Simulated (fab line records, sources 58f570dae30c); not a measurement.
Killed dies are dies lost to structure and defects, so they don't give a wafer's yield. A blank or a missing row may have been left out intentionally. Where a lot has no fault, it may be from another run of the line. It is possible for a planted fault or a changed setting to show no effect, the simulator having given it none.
Split-lot study ; flow berkeley_cmos170 ; 5 lots, 23 wafers read, on a route of 331 steps

== THE SPLIT ITSELF ==
At UCB170_PSD_EXPOSE_03 (exposes mask PSELECT MOD, target cd 1200 nm), the setting dose_mj was moved away from the recipe's 30 on 5 of the 23 wafers read, by -6.9% to -5.9%. All remaining wafers had this setting at the recipe value.

== FROM THE SPLIT TO THE READING: what the file shows between them, 2 steps ==
- UCB170_PSD_PEB_04
- UCB170_PSD_DEVELOP_05: develop time 45 s

== THE READING ==
cd_nm, in nm, at UCB170_PSD_CD_MEAS_06 (target cd 1200 nm). Typical for fault-free wafers on this fab line: 1201.1 nm, with standard deviation 1.4 nm.

wafer;tool, chamber at the split;dose_mj as run;against the recipe;cd_nm, nm;against lot-mates on the recipe
L074.2;krf_scanner-01, 0;30;recipe;1201.0;-
L074.3;krf_scanner-01, 0;28.24;-5.9%;1188.6;-12.0
L074.4;krf_scanner-01, 0;30;recipe;1200.0;-
L074.5;krf_scanner-01, 0;28.24;-5.9%;1189.7;-10.9
L074.6;krf_scanner-01, 0;30;recipe;1200.9;-
L079.1;krf_scanner-01, 0;27.92;-6.9%;1185.3;-15.4
L079.2;krf_scanner-01, 0;30;recipe;1199.4;-
L079.3;krf_scanner-01, 0;30;recipe;1201.9;-
L079.5;krf_scanner-01, 0;27.92;-6.9%;1186.7;-14.0
L079.6;krf_scanner-01, 0;27.92;-6.9%;1187.2;-13.5
L080.1;krf_scanner-02, 0;30;recipe;1200.6;-
L080.5;krf_scanner-02, 0;30;recipe;1200.1;-
L080.6;krf_scanner-02, 0;30;recipe;1199.1;-
L082.1;krf_scanner-01, 0;30;recipe;1203.4;-
L082.2;krf_scanner-01, 0;30;recipe;1202.0;-
L082.3;krf_scanner-01, 0;30;recipe;1201.0;-
L082.5;krf_scanner-01, 0;30;recipe;1201.9;-
L082.6;krf_scanner-01, 0;30;recipe;1201.6;-
L084.1;krf_scanner-01, 0;30;recipe;1199.9;-
L084.2;krf_scanner-01, 0;30;recipe;1200.7;-
L084.3;krf_scanner-01, 0;30;recipe;1198.5;-
L084.4;krf_scanner-01, 0;30;recipe;1200.2;-
L084.6;krf_scanner-01, 0;30;recipe;1199.8;-

THE FIT
A straight line over all 23 wafers: cd_nm changes by +2.03 nm for each +1% of dose_mj; r = +0.98; the points scatter about the line by 1.1 nm.
The same after taking each lot's own level away (the mean of its wafers on the recipe; 23 wafers): +2.02 nm for each +1%; r = +0.99; scatter 0.81 nm.
That fit puts the effect of the largest move of dose_mj on the reading at 14 nm.
Across the lots, their own levels run from 1199.82 to 1201.98 nm, a range of 1.5 times the standard deviation given above.
Hence the lot-to-lot level has little effect on the slope; both slopes agree.
Check: -13.6 nm against its lot-mates is what the line predicts for one of the wafers moved furthest among these (-6.9%) when that wafer is left out of the fit. It came out at -15.4 nm against them.

== FURTHER SPLITS ON THESE WAFERS ==
Other splits were also applied to these wafers ahead of the reading. Each is held against what the fit with the lots' levels taken away leaves over:
other split on the same wafers;wafers away from the commonest value;r with cd_nm (lot level and that fit taken away)
UCB170_PVT_IMPLANT_07 energy_kev;11;+0.20
UCB170_GATE_PEB_10 peb_temp_c;8;-0.07
UCB170_PSD_COAT_01 resist_thk_nm;6;-0.45

== FILE'S OWN FIT ==
cd_nm changes by +2.01 nm for each +1% of dose_mj, r = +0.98.
